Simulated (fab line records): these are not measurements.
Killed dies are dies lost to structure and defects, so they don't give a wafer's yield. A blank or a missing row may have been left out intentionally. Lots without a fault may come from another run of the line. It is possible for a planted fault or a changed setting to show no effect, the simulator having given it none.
Which tool is to blame? :: flow berkeley_cmos170 :: 15 lots with 45 wafers sampled at 5 steps, on a route of 331 steps

## WHAT EACH GAUGE READ, for each wafer
UCB170_NWELL_THK_MEAS_05.
lot: L777
measured: day 2 04:49
on: film_metro-01
NWELL_NITRIDE_THK (nm): 228.4 229.2 229.5

lot: L778
measured: day 2 07:57
on: film_metro-02
NWELL_NITRIDE_THK (nm): 227.3 227.8 227.8

lot: L779
measured: day 2 15:17
on: film_metro-02
NWELL_NITRIDE_THK (nm): 227.2 225.5 225.0

lot: L780
measured: day 2 20:24
on: film_metro-02
NWELL_NITRIDE_THK (nm): 233.1 233.3 232.7

lot: L781
measured: day 3 05:38
on: film_metro-01
NWELL_NITRIDE_THK (nm): 225.8 224.7 224.1

lot: L782
measured: day 3 11:17
on: film_metro-01
NWELL_NITRIDE_THK (nm): 228.6 229.0 227.8

lot: L783
measured: day 3 11:17
on: film_metro-02
NWELL_NITRIDE_THK (nm): 227.9 227.8 226.5

lot: L787
measured: day 4 21:35
on: film_metro-04
NWELL_NITRIDE_THK (nm): 225.8 226.8 225.7

lot: L789
measured: day 4 21:36
on: film_metro-02
NWELL_NITRIDE_THK (nm): 226.0 226.5 226.3

lot: L793
measured: day 5 22:43
on: film_metro-02
NWELL_NITRIDE_THK (nm): 229.2 228.1 228.5

lot: L794
measured: day 5 22:43
on: film_metro-04
NWELL_NITRIDE_THK (nm): 230.8 229.9 231.8

lot: L797
measured: day 6 12:19
on: film_metro-01
NWELL_NITRIDE_THK (nm): 223.6 223.2 225.7

lot: L798
measured: day 6 12:19
on: film_metro-02
NWELL_NITRIDE_THK (nm): 228.0 228.3 229.5

lot: L799
measured: day 6 22:16
on: film_metro-01
NWELL_NITRIDE_THK (nm): 223.4 223.7 223.4

lot: L800
measured: day 6 22:16
on: film_metro-04
NWELL_NITRIDE_THK (nm): 231.1 230.4 229.7

UCB170_WELLDRIVE_THK_MEAS_02.
lot: L777
measured: day 3 16:42
on: film_metro-02
WELLDRIVE_OXIDE_THK (nm): 200 199 199

lot: L778
measured: day 4 07:44
on: film_metro-02
WELLDRIVE_OXIDE_THK (nm): 203 198 201

lot: L779
measured: day 3 16:41
on: film_metro-03
WELLDRIVE_OXIDE_THK (nm): 200 201 200

lot: L780
measured: day 4 07:45
on: film_metro-03
WELLDRIVE_OXIDE_THK (nm): 199 200 201

lot: L781
measured: day 4 15:28
on: film_metro-01
WELLDRIVE_OXIDE_THK (nm): 229 229 230

lot: L782
measured: day 4 20:14
on: film_metro-02
WELLDRIVE_OXIDE_THK (nm): 233 235 234

lot: L783
measured: day 4 15:29
on: film_metro-03
WELLDRIVE_OXIDE_THK (nm): 234 235 233

lot: L787
measured: day 6 06:29
on: film_metro-03
WELLDRIVE_OXIDE_THK (nm): 197 200 200

lot: L789
measured: day 6 06:31
on: film_metro-02
WELLDRIVE_OXIDE_THK (nm): 201 202 200

lot: L793
measured: day 7 01:31
on: film_metro-02
WELLDRIVE_OXIDE_THK (nm): 195 196 194

lot: L794
measured: day 7 01:31
on: film_metro-03
WELLDRIVE_OXIDE_THK (nm): 196 196 197

lot: L797
measured: day 7 18:34
on: film_metro-02
WELLDRIVE_OXIDE_THK (nm): 195 194 194

lot: L798
measured: day 7 18:34
on: film_metro-03
WELLDRIVE_OXIDE_THK (nm): 198 197 200

lot: L799
measured: day 8 06:26
on: film_metro-02
WELLDRIVE_OXIDE_THK (nm): 193 190 193

lot: L800
measured: day 8 01:41
on: film_metro-03
WELLDRIVE_OXIDE_THK (nm): 199 192 197

UCB170_ACTIVE_THK_MEAS_03.
lot: L777
measured: day 4 04:28
on: film_metro-01
ACTIVE_OXIDE_THK (nm): 26.7 26.8 26.5

lot: L778
measured: day 5 01:31
on: film_metro-01
ACTIVE_OXIDE_THK (nm): 26.5 26.3 26.4

lot: L779
measured: day 4 04:27
on: film_metro-03
ACTIVE_OXIDE_THK (nm): 25.9 26.3 26.1

lot: L780
measured: day 5 01:32
on: film_metro-03
ACTIVE_OXIDE_THK (nm): 26.0 25.8 25.5

lot: L781
measured: day 5 11:21
on: film_metro-04
ACTIVE_OXIDE_THK (nm): 26.6 26.1 26.4

lot: L782
measured: day 5 11:22
on: film_metro-01
ACTIVE_OXIDE_THK (nm): 26.3 26.7 26.7

lot: L783
measured: day 5 11:22
on: film_metro-03
ACTIVE_OXIDE_THK (nm): 26.2 27.0 26.9

lot: L787
measured: day 6 16:52
on: film_metro-03
ACTIVE_OXIDE_THK (nm): 25.7 26.2 26.1

lot: L789
measured: day 6 16:56
on: film_metro-04
ACTIVE_OXIDE_THK (nm): 25.6 26.0 25.9

lot: L793
measured: day 7 06:34
on: film_metro-04
ACTIVE_OXIDE_THK (nm): 26.0 26.2 26.1

lot: L794
measured: day 7 06:37
on: film_metro-01
ACTIVE_OXIDE_THK (nm): 26.6 26.3 26.2

lot: L797
measured: day 8 01:31
on: film_metro-03
ACTIVE_OXIDE_THK (nm): 26.0 26.5 26.2

lot: L798
measured: day 8 01:32
on: film_metro-04
ACTIVE_OXIDE_THK (nm): 26.2 26.5 26.1

lot: L799
measured: day 8 12:38
on: film_metro-04
ACTIVE_OXIDE_THK (nm): 25.7 25.8 25.6

lot: L800
measured: day 8 10:06
on: film_metro-01
ACTIVE_OXIDE_THK (nm): 26.5 26.6 26.7

UCB170_ACTIVE_OVL_MEAS_14.
lot: L777
measured: day 4 14:41
on: overlay-02
ACTIVE_OVL (nm): -1 -8 -2

lot: L778
measured: day 5 10:46
on: overlay-02
ACTIVE_OVL (nm): 16 11 13

lot: L779
measured: day 4 14:46
on: overlay-01
ACTIVE_OVL (nm): 5 -10 -4

lot: L780
measured: day 5 10:59
on: overlay-01
ACTIVE_OVL (nm): -2 -5 -4

lot: L781
measured: day 5 19:49
on: overlay-01
ACTIVE_OVL (nm): -1 1 0

lot: L782
measured: day 5 19:42
on: overlay-01
ACTIVE_OVL (nm): 2 2 8

lot: L783
measured: day 5 19:26
on: overlay-01
ACTIVE_OVL (nm): 6 -2 7

lot: L787
measured: day 7 00:40
on: overlay-01
ACTIVE_OVL (nm): 0 0 -1

lot: L789
measured: day 7 00:55
on: overlay-02
ACTIVE_OVL (nm): 6 8 5

lot: L793
measured: day 7 14:06
on: overlay-01
ACTIVE_OVL (nm): 3 -4 -3

lot: L794
measured: day 7 14:28
on: overlay-01
ACTIVE_OVL (nm): 9 1 8

lot: L797
measured: day 8 08:09
on: overlay-02
ACTIVE_OVL (nm): 2 10 6

lot: L798
measured: day 8 07:59
on: overlay-02
ACTIVE_OVL (nm): 3 -2 -6

lot: L799
measured: day 8 20:14
on: overlay-01
ACTIVE_OVL (nm): 9 11 11

lot: L800
measured: day 8 18:33
on: overlay-02
ACTIVE_OVL (nm): -1 4 8

## WHICH TOOL RAN EACH LOT (tool, then ch and the chambers of the sampled wafers, then the start)
lot: L777
UCB170_WELLDRIVE_OXIDATION_01: furnace-02 ch 0, day 3 13:11

lot: L778
UCB170_WELLDRIVE_OXIDATION_01: furnace-02 ch 0, day 4 04:13

lot: L779
UCB170_WELLDRIVE_OXIDATION_01: furnace-02 ch 0, day 3 13:11

lot: L780
UCB170_WELLDRIVE_OXIDATION_01: furnace-02 ch 0, day 4 04:13

lot: L781
UCB170_WELLDRIVE_OXIDATION_01: furnace-02 ch 0, day 4 11:58

lot: L782
UCB170_WELLDRIVE_OXIDATION_01: furnace-02 ch 0, day 4 16:43

lot: L783
UCB170_WELLDRIVE_OXIDATION_01: furnace-02 ch 0, day 4 11:58

lot: L787
UCB170_WELLDRIVE_OXIDATION_01: furnace-03 ch 0, day 6 02:59

lot: L789
UCB170_WELLDRIVE_OXIDATION_01: furnace-03 ch 0, day 6 02:59

lot: L793
UCB170_WELLDRIVE_OXIDATION_01: furnace-04 ch 0, day 6 22:00

lot: L794
UCB170_WELLDRIVE_OXIDATION_01: furnace-04 ch 0, day 6 22:00

lot: L797
UCB170_WELLDRIVE_OXIDATION_01: furnace-04 ch 0, day 7 15:03

lot: L798
UCB170_WELLDRIVE_OXIDATION_01: furnace-04 ch 0, day 7 15:03

lot: L799
UCB170_WELLDRIVE_OXIDATION_01: furnace-02 ch 0, day 8 02:56

lot: L800
UCB170_WELLDRIVE_OXIDATION_01: furnace-02 ch 0, day 7 22:11
- UCB170_WELLDRIVE_OXIDATION_01: target thk 199 nm, ox time 9000 s.

## AS READ BY THE TOOLS THEMSELVES (means over the sampled wafers that have a number; for cases with no such wafer, the mark the record gives instead)
UCB170_WELLDRIVE_OXIDATION_01.
lot: L777
tool: furnace-02
spike_tc_centre_C (C): 1101.7
spike_tc_load_C (C): 1128.3
spike_tc_source_C (C): 1125.9
tube_center_temp_C (C): 1100
tube_center_temp_C_max: 1102.7
zone_power_centre_pct (%): 56.6

lot: L778
tool: furnace-02
spike_tc_centre_C (C): 1102.8
spike_tc_load_C (C): 1129.9
spike_tc_source_C (C): 1125.4
tube_center_temp_C (C): 1100
tube_center_temp_C_max: 1102.8
zone_power_centre_pct (%): 56.7

lot: L779
tool: furnace-02
spike_tc_centre_C (C): 1101.7
spike_tc_load_C (C): 1129.0
spike_tc_source_C (C): 1126.4
tube_center_temp_C (C): 1100
tube_center_temp_C_max: 1103.2
zone_power_centre_pct (%): 56.5

lot: L780
tool: furnace-02
spike_tc_centre_C (C): 1101.5
spike_tc_load_C (C): 1129.5
spike_tc_source_C (C): 1126.4
tube_center_temp_C (C): 1100
tube_center_temp_C_max: 1102.5
zone_power_centre_pct (%): 56.5

lot: L781
tool: furnace-02
spike_tc_centre_C (C): 1134.2
spike_tc_load_C (C): 1162.1
spike_tc_source_C (C): 1159.0
tube_center_temp_C (C): 1132
tube_center_temp_C_max: 1134.8
zone_power_centre_pct (%): 58.9

lot: L782
tool: furnace-02
spike_tc_centre_C (C): 1134.6
spike_tc_load_C (C): 1163.5
spike_tc_source_C (C): 1159.3
tube_center_temp_C (C): 1132
tube_center_temp_C_max: 1134.9
zone_power_centre_pct (%): 59.0

lot: L783
tool: furnace-02
spike_tc_centre_C (C): 1133.3
spike_tc_load_C (C): 1162.0
spike_tc_source_C (C): 1159.3
tube_center_temp_C (C): 1132
tube_center_temp_C_max: 1134.6
zone_power_centre_pct (%): 58.5

lot: L787
tool: furnace-03
spike_tc_centre_C (C): 1101.3
spike_tc_load_C (C): 1127.0
spike_tc_source_C (C): 1126.2
tube_center_temp_C (C): 1100
tube_center_temp_C_max: 1102.7
zone_power_centre_pct (%): 56.2

lot: L789
tool: furnace-03
spike_tc_centre_C (C): 1101.7
spike_tc_load_C (C): 1126.5
spike_tc_source_C (C): 1127.0
tube_center_temp_C (C): 1100
tube_center_temp_C_max: 1102.8
zone_power_centre_pct (%): 56.5

lot: L793
tool: furnace-04
spike_tc_centre_C (C): 1102.9
spike_tc_load_C (C): 1129.9
spike_tc_source_C (C): 1122.7
tube_center_temp_C (C): 1100
tube_center_temp_C_max: 1103.1
zone_power_centre_pct (%): 57.8

lot: L794
tool: furnace-04
spike_tc_centre_C (C): 1103.0
spike_tc_load_C (C): 1128.9
spike_tc_source_C (C): 1124.3
tube_center_temp_C (C): 1100
tube_center_temp_C_max: 1103.1
zone_power_centre_pct (%): 57.5

lot: L797
tool: furnace-04
spike_tc_centre_C (C): 1103.4
spike_tc_load_C (C): 1128.5
spike_tc_source_C (C): 1123.6
tube_center_temp_C (C): 1100
tube_center_temp_C_max: 1102.6
zone_power_centre_pct (%): 57.7

lot: L798
tool: furnace-04
spike_tc_centre_C (C): 1102.5
spike_tc_load_C (C): 1129.2
spike_tc_source_C (C): 1123.0
tube_center_temp_C (C): 1100
tube_center_temp_C_max: 1102.6
zone_power_centre_pct (%): 57.7

lot: L799
tool: furnace-02
spike_tc_centre_C (C): 1102.6
spike_tc_load_C (C): 1129.2
spike_tc_source_C (C): 1126.0
tube_center_temp_C (C): 1100
tube_center_temp_C_max: 1103.1
zone_power_centre_pct (%): 56.8

lot: L800
tool: furnace-02
spike_tc_centre_C (C): 1101.7
spike_tc_load_C (C): 1128.8
spike_tc_source_C (C): 1126.7
tube_center_temp_C (C): 1100
tube_center_temp_C_max: 1102.7
zone_power_centre_pct (%): 56.7

## THE ANSWER, worked out from the rows above alone
Rule: usual is defined by the lots themselves. Put in order of their means at a reading, lots are off if they are a third of the lots or fewer, leave a main group of 4 or more, and stand apart from it by a gap of 3 or more times the standard deviation of the main group's means; of several such gaps the widest counts. The tables above print the reading to a certain number of digits; a main group whose means all agree to those digits is not used. A lot without any number at a reading at which 4 lots or more have one is off too. The other lots that the step has rows for count as sound. The gauges are gone through in route order, then the tools' own readings, and for those a lot's mean is taken as printed above. At the first step where some lot is off, the reading lying furthest off is the one used; lots without a number count as furthest.
Off: L781, L782, L783, seen at UCB170_WELLDRIVE_THK_MEAS_02 (WELLDRIVE_OXIDE_THK). Mean 198 nm and standard deviation 2.8 in the main group.
A tool fits if, at a process step before that reading, it ran every lot that is off, and no sound lot after the first of them. Not tried: the gauges at UCB170_WELLDRIVE_THK_MEAS_02; whatever is off there is also off at UCB170_WELLDRIVE_OXIDATION_01, on other tools, and gauge error can't account for it. Of those tried, none fits.

## WHAT THE SIMULATOR PUT IN
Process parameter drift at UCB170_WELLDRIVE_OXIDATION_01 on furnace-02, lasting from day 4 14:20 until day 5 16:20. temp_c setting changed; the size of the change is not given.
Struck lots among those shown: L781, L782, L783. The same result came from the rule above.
